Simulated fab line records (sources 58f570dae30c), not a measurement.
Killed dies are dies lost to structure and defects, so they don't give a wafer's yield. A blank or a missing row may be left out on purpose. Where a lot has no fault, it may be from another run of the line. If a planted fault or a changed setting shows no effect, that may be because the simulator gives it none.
fab line records	flow berkeleyCmos170
[record] lots = 7	wafers = 21	lastDay = 10
route steps=331 shown GATE@128
lots untouched by any fault: they come from a run of this same line in which no faults occurred
startH: hours from the record's first day to the start of the lot's first wafer shown	waitH: hours from the lot's prior step to this one	" identical to the entry in the row above	L1.1+2: several wafers, shown together as one row	- no value, or no start was given	* or withheld: withheld	< > ~ a bound
route shown NAME@n: NAME is a module with steps in the file, n the number in the route of the first one	usual: the fault-free wafers' mean and standard deviation	same: alike in all rows	chamber/n: place in a boat	sites: per-site readings	_std_site: standard deviation of those values	_edge_site: outer sites' mean less inner sites'	radiusMm: how far each site lies from the wafer's centre	mask NAME#n: copy n	behind: the most recent tool/chamber to have shaped the wafer	hold: why the lot was held/for how many hours/how that ended	device: names the non-switching transistor (n, p or np)	end of line: tests of these same wafers at the route's end	a step with no rows: only its recipe	killed: the dies lost at the first sort to structure and to defects; this is not the yield of the wafer	map: a wafer's dies, x killed, . not, _ none there
set.NAME: the setting that was run; set.NAME@STEP: the one run at that earlier step	model.NAME: the simulator's own value behind a step, which no gauge read
a table for each step, a row for each wafer; lots at some steps of the route
services: when a tool's chamber went out of use (startH, in hours from the record's first day, below 0 if earlier), for how many hours, and the reason
[[steps]]
[step UCB170_GATE_THK_MEAS_02]
[recipe] reads = SiO2_of_GATE_OXIDATION_01
[usual] GATE_OXIDE_THK = 6.52/0.12
lot.wafer	tool	chamber	startH	waitH	GATE_OXIDE_THK[nm]
L306.4	filmMetro-03	-	170.26	0.0	6.56
L306.5	"	-	"	"	6.46
L306.6	"	-	"	"	6.36
L305.1	filmMetro-03	-	173.48	0.0	6.55
L305.5	"	-	"	"	6.41
L305.6	"	-	"	"	6.41
L310.1	filmMetro-04	-	183.06	0.0	6.46
L310.3	"	-	"	"	6.39
L310.5	"	-	"	"	6.39
L311.1	filmMetro-03	-	183.06	0.0	6.49
L311.3	"	-	"	"	6.66
L311.5	"	-	"	"	6.48
L308.1	filmMetro-04	-	183.12	0.1	6.36
L308.4	"	-	"	"	6.35
L308.6	"	-	"	"	6.48
L313.1	filmMetro-03	-	193.16	0.0	6.59
L313.4	"	-	"	"	6.56
L313.5	"	-	"	"	6.56
L312.2	filmMetro-02	-	196.16	0.0	6.62
L312.3	"	-	"	"	6.53
L312.5	"	-	"	"	6.63
[step UCB170_GATE_ANNEAL_03]
[recipe] tempC = 900	timeS = 1800	ambient = N2
[step UCB170_GATE_CVD_04]
[recipe] material = poly-Si	tempC = 610	precursor = SiH4	timeS = 1440	pressureMtorr = 375	targetThkNm = 214	sih4FlowSccm = 120
[step UCB170_GATE_THK_MEAS_05]
[recipe] reads = poly-Si_of_GATE_CVD_04
[usual] GATE_POLY_THK = 214.4/2
lot.wafer	tool	chamber	startH	waitH	GATE_POLY_THK[nm]
L306.4	filmMetro-03	-	175.68	0.0	215.8
L306.5	"	-	"	"	214.7
L306.6	"	-	"	"	212.6
L305.1	filmMetro-02	-	177.88	0.0	213.7
L305.5	"	-	"	"	213.7
L305.6	"	-	"	"	214.5
L310.1	filmMetro-04	-	187.63	0.0	212.6
L310.3	"	-	"	"	215.7
L310.5	"	-	"	"	216.8
L311.1	filmMetro-03	-	187.63	0.0	212.9
L311.3	"	-	"	"	213.6
L311.5	"	-	"	"	214.1
L308.1	filmMetro-02	-	187.63	0.0	215.7
L308.4	"	-	"	"	213.8
L308.6	"	-	"	"	214.4
L313.1	filmMetro-04	-	199.22	0.0	213.7
L313.4	"	-	"	"	215.0
L313.5	"	-	"	"	214.2
L312.2	filmMetro-03	-	202.24	0.0	213.3
L312.3	"	-	"	"	213.6
L312.5	"	-	"	"	215.8
[step UCB170_GATE_COAT_06]
[recipe] resist = BARC	tempC = withheld	timeS = withheld	spinRpm = 3000	resistThkNm = withheld
[step UCB170_GATE_COAT_07]
[recipe] resist = KrF	spinRpm = 1485	resistThkNm = 900
[step UCB170_GATE_SOFTBAKE_08]
[recipe] resist = KrF	tempC = 130	timeS = 60
[step UCB170_GATE_EXPOSE_09]
[recipe] maskId = POLY	targetCdNm = 350	na = 0.5	sigmaOuter = 0.6	sourceShape = conventional	doseMj = 21
[step UCB170_GATE_PEB_10]
[recipe] pebTempC = 130	pebTimeS = withheld	resist = KrF
[step UCB170_GATE_DEVELOP_11]
[recipe] developer = TMAH	developTimeS = 45	resist = KrF	devTempC = 21
[step UCB170_GATE_CD_MEAS_12]
[recipe] targetCdNm = 350
[usual] cdNm = 350.0/1.4
lot.wafer	tool	chamber	startH	waitH	cdNm
L306.4	cdSem-02	-	177.03	-	350.1
L306.5	"	-	"	"	350.0
L306.6	"	-	"	"	349.5
L305.1	cdSem-01	-	180.08	-	352.7
L305.5	"	-	"	"	349.2
L305.6	"	-	"	"	350.8
L310.1	cdSem-01	-	189.46	-	347.7
L310.3	"	-	"	"	348.1
L310.5	"	-	"	"	348.4
L311.1	cdSem-02	-	189.49	-	349.9
L311.3	"	-	"	"	349.2
L311.5	"	-	"	"	350.3
L308.1	cdSem-01	-	190.46	-	347.4
L308.4	"	-	"	"	349.2
L308.6	"	-	"	"	347.4
L313.1	cdSem-01	-	200.79	-	349.6
L313.4	"	-	"	"	350.2
L313.5	"	-	"	"	349.9
L312.2	cdSem-01	-	203.90	-	350.4
L312.3	"	-	"	"	350.7
L312.5	"	-	"	"	351.3
[step UCB170_GATE_OVL_MEAS_13]
[usual] GATE_OVL = 1/4.7
lot.wafer	tool	chamber	startH	waitH	GATE_OVL[nm]
L306.4	overlay-02	-	177.13	0.1	-2
L306.5	"	-	"	"	-4
L306.6	"	-	"	"	-7
L305.1	overlay-02	-	180.20	0.1	-4
L305.5	"	-	"	"	0
L305.6	"	-	"	"	-1
L310.1	overlay-02	-	189.58	0.1	6
L310.3	"	-	"	"	-1
L310.5	"	-	"	"	-1
L311.1	overlay-01	-	189.61	0.1	4
L311.3	"	-	"	"	-2
L311.5	"	-	"	"	1
L308.1	overlay-02	-	190.58	0.1	-6
L308.4	"	-	"	"	2
L308.6	"	-	"	"	8
L313.1	overlay-02	-	200.91	0.1	-1
L313.4	"	-	"	"	-2
L313.5	"	-	"	"	0
L312.2	overlay-02	-	204.01	0.1	8
L312.3	"	-	"	"	8
L312.5	"	-	"	"	7
[step UCB170_GATE_ETCH_14]
[recipe] chemistry = N2/H2	targetDepthA = withheld	overetchA = withheld	target = BARC	timeS = withheld	sourceW = 500	biasW = 100	pressureMtorr = 30	n2FlowSccm = 100	h2FlowSccm = 200
[usual] biasW = 100.0/0.31	chamberPressureMTorr = 30.006/0.027	drypumpMotorCurrentA = 5.6/0.43	oesProductAu = 1.005/0.021	throttleValvePct = 13.31/0.17
lot.wafer	tool	chamber	startH	waitH	biasW	chamberPressureMTorr	drypumpMotorCurrentA	oesProductAu	throttleValvePct
L306.4	rieDiel-01	0	177.15	0.0	100.1	30.052	5.8	1.019	13.21
L306.5	"	0	"	"	100.3	30.006	5.8	1.016	13.24
L306.6	"	3	"	"	100.1	29.973	5.1	1.008	13.62
L305.1	rieDiel-03	3	180.24	0.0	99.8	30.027	5.7	0.986	13.35
L305.5	"	2	"	"	100.3	30.008	5.5	0.999	13.52
L305.6	"	3	"	"	99.4	30.006	5.7	0.986	13.34
L310.1	rieDiel-03	2	189.62	0.0	100.1	29.997	5.5	0.998	13.53
L310.3	"	0	"	"	99.8	30.024	6.1	1.008	13.27
L310.5	"	1	"	"	100.0	29.993	5.0	1.014	12.90
L311.1	rieDiel-01	2	189.65	0.0	-	-	-	-	-
L311.3	"	3	"	"	-	-	-	-	-
L311.5	"	0	"	"	-	-	-	-	-
L308.1	rieDiel-02	2	190.62	0.0	-	-	-	-	-
L308.4	"	3	"	"	-	-	-	-	-
L308.6	"	0	"	"	-	-	-	-	-
L313.1	rieDiel-01	1	200.95	0.0	-	-	-	-	-
L313.4	"	3	"	"	-	-	-	-	-
L313.5	"	3	"	"	-	-	-	-	-
L312.2	rieDiel-03	0	204.04	0.0	100.0	30.018	6.1	1.022	13.26
L312.3	"	2	"	"	100.3	29.999	5.4	1.000	13.53
L312.5	"	2	"	"	100.2	29.995	5.5	1.009	13.52
[step UCB170_GATE_ETCH_15]
[recipe] chemistry = HBr/Cl2	target = poly-Si	stopOn = SiO2	overEtchFrac = 0.3	icpW = 300	biasW = 150	timeS = 56.3	pressureMtorr = 15	HBr_flow_sccm = 150	Cl2_flow_sccm = 50	targetDepthA = 2782
[usual] HBr_flow_sccm = 150.0/0.45	biasW = 150.1/0.44	chamberPressureMTorr = 15.002/0.017	drypumpMotorCurrentA = 5.5/0.45	oesProductAu = 0.831/0.012	throttleValvePct = 26.4/0.34
lot.wafer	tool	chamber	startH	waitH	HBr_flow_sccm	biasW	chamberPressureMTorr	drypumpMotorCurrentA	oesProductAu	rfHoursCounterH	throttleValvePct
L306.4	rieSi-02	0	177.19	-	149.8	149.6	14.983	5.1	0.850	44	26.6
L306.5	"	1	"	"	149.0	150.3	15.013	6.1	0.845	-	26.4
L306.6	"	2	"	"	150.1	151.1	15.001	6.4	0.825	-	26.6
L305.1	rieSi-01	1	180.28	-	150.0	150.4	15.016	5.3	0.819	15	25.8
L305.5	"	1	"	"	149.6	150.2	15.010	5.3	0.813	-	25.8
L305.6	"	2	"	"	149.7	150.0	15.011	5.8	0.828	-	26.4
L310.1	rieSi-02	1	189.66	-	150.1	150.0	14.989	6.1	0.843	85	26.4
L310.3	"	3	"	"	150.0	149.5	14.998	5.2	0.817	107	26.8
L310.5	"	3	"	"	150.3	149.8	14.993	5.2	0.823	-	26.8
L311.1	rieSi-01	3	189.69	-	149.8	150.1	14.975	4.9	0.271	1	26.6
L311.3	"	2	"	"	149.5	149.5	15.015	5.8	0.269	1	26.4
L311.5	"	2	"	"	150.0	149.9	14.989	5.8	0.268	-	26.4
L308.1	rieSi-02	0	190.66	-	150.8	149.7	15.010	5.1	0.280	45	26.6
L308.4	"	3	"	"	150.2	150.2	15.020	5.3	0.259	-	26.8
L308.6	"	0	"	"	150.1	150.1	15.012	5.1	0.271	-	26.6
L313.1	rieSi-01	3	200.99	-	149.6	150.4	15.005	4.9	0.271	1	26.6
L313.4	"	1	"	"	150.4	150.1	14.993	5.3	0.271	15	25.8
L313.5	"	2	"	"	149.7	149.3	15.018	5.8	0.272	-	26.4
L312.2	rieSi-01	0	204.08	-	149.8	149.7	14.986	5.7	0.829	0	25.8
L312.3	"	1	"	"	149.4	150.0	14.992	5.3	0.825	15	25.8
L312.5	"	3	"	"	149.9	150.0	15.010	5.0	0.832	-	26.6
[step UCB170_GATE_STRIP_16]
[recipe] chemistry = O2	powerW = 400	pressureMtorr = 3500	platenTempC = withheld	o2FlowSccm = 400	overashFraction = 0.5
[usual] chamberPressureMTorr = 3500/3	drypumpMotorCurrentA = 5.9/0.37	oesProductAu = 0.724/0.0045
lot.wafer	tool	chamber	startH	waitH	chamberPressureMTorr	drypumpMotorCurrentA	oesProductAu	rfHoursCounterH
L306.4	plasmaAsher-04	1	177.27	0.1	3498	5.2	0.723	-
L306.5	"	1	"	"	3500	5.2	0.732	-
L306.6	"	0	"	"	3499	6.1	0.725	-
L305.1	plasmaAsher-03	1	180.33	0.0	3496	5.7	0.727	41
L305.5	"	1	"	"	3499	5.8	0.724	-
L305.6	"	0	"	"	3499	6.3	0.724	-
L310.1	plasmaAsher-03	0	189.71	0.0	3496	6.4	0.720	42
L310.3	"	1	"	"	3502	5.7	0.720	-
L310.5	"	0	"	"	3499	6.3	0.731	-
L311.1	plasmaAsher-04	1	189.74	0.0	3499	5.2	0.720	8
L311.3	"	1	"	"	3500	5.2	0.719	-
L311.5	"	0	"	"	3500	6.1	0.724	-
L308.1	plasmaAsher-04	0	190.73	0.0	3504	6.1	0.736	8
L308.4	"	0	"	"	3502	6.1	0.732	-
L308.6	"	1	"	"	3503	5.2	0.724	-
L313.1	plasmaAsher-02	1	201.04	0.0	3503	5.9	0.724	47
L313.4	"	1	"	"	3503	5.9	0.729	-
L313.5	"	1	"	"	3505	5.9	0.722	-
L312.2	plasmaAsher-03	1	204.13	0.0	3502	5.7	0.718	44
L312.3	"	0	"	"	3499	6.4	0.724	-
L312.5	"	0	"	"	3498	6.4	0.719	-
[step UCB170_GATE_CD_MEAS_90]
[recipe] targetCdNm = 350
[usual] cdNm = 350.1/1.5
lot.wafer	tool	chamber	startH	waitH	cdNm
L306.4	cdSem-02	-	177.40	0.1	349.5
L306.5	"	-	"	"	349.8
L306.6	"	-	"	"	349.1
L305.1	cdSem-02	-	180.43	0.1	353.0
L305.5	"	-	"	"	348.4
L305.6	"	-	"	"	349.9
L310.1	cdSem-01	-	189.81	0.1	347.3
L310.3	"	-	"	"	349.5
L310.5	"	-	"	"	349.1
L311.1	cdSem-02	-	189.84	0.1	-
L311.3	"	-	"	"	-
L311.5	"	-	"	"	-
L308.1	cdSem-02	-	190.83	0.1	-
L308.4	"	-	"	"	-
L308.6	"	-	"	"	-
L313.1	cdSem-01	-	201.39	0.3	-
L313.4	"	-	"	"	-
L313.5	"	-	"	"	-
L312.2	cdSem-01	-	204.50	0.3	351.1
L312.3	"	-	"	"	350.0
L312.5	"	-	"	"	351.1
[step UCB170_GATE_CLEAN_17]
[recipe] chemistry = SPM	tempC = 120	timeS = 600
[[services]]
tool	chamber	startH	hours	kind
rieSi-01	0	155.82	11.6	repair
rieSi-02	2	155.93	-	clean
rieSi-02	2	155.93	14.9	scheduledDown
rieSi-02	2	155.93	14.9	ventCycle
rieSi-02	2	183.44	7.5	repair
rieSi-02	-	187.36	0.6	repair
rieSi-02	1	190.28	12.7	repair
[[key]]
[firstSign] step = UCB170_GATE_ETCH_14	reading = toolRecord	direction = missing
[effect] step = UCB170_GATE_ETCH_15	reading = oesProductAu	direction = down	sigmas = 46	usual = 0.831	struck = 0.270
[effect] step = UCB170_GATE_CD_MEAS_90	reading = cdNm	direction = missing
metAt UCB170_GATE_ETCH_14
struckWafers L308.1,L308.4,L308.6,L311.1,L311.3,L311.5,L313.1,L313.4,L313.5
laterRowsLeftOut L308.1,L308.4,L308.6,L311.1,L311.3,L311.5,L313.1,L313.4,L313.5
sortLeftOut L308.1,L308.4,L308.6,L311.1,L311.3,L311.5,L313.1,L313.4,L313.5
testerLeftOut L308,L311,L313
onsetBetween 177.15 189.65
[fault] kind = skippedStepWhole	tool = rieDiel-01,rieDiel-02	chamber = -	onsetH = 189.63	steps = UCB170_GATE_ETCH_14	scope = struckLotsOnly
// testerLeftOut: of these lots the tester's yield and bins aren't shown, on N5 and GAA mostly nor the transistor test; their killed dies are dies lost to structure and defects alone, not to doping, threshold or leakage, so they don't give the yield
// sortLeftOut: the simulated sort isn't trusted on such a fault, so these wafers' sort isn't shown, and their yield isn't known
// laterRowsLeftOut: the simulator's readings of these wafers behind a module that went badly wrong aren't trusted and aren't shown, but for the sort
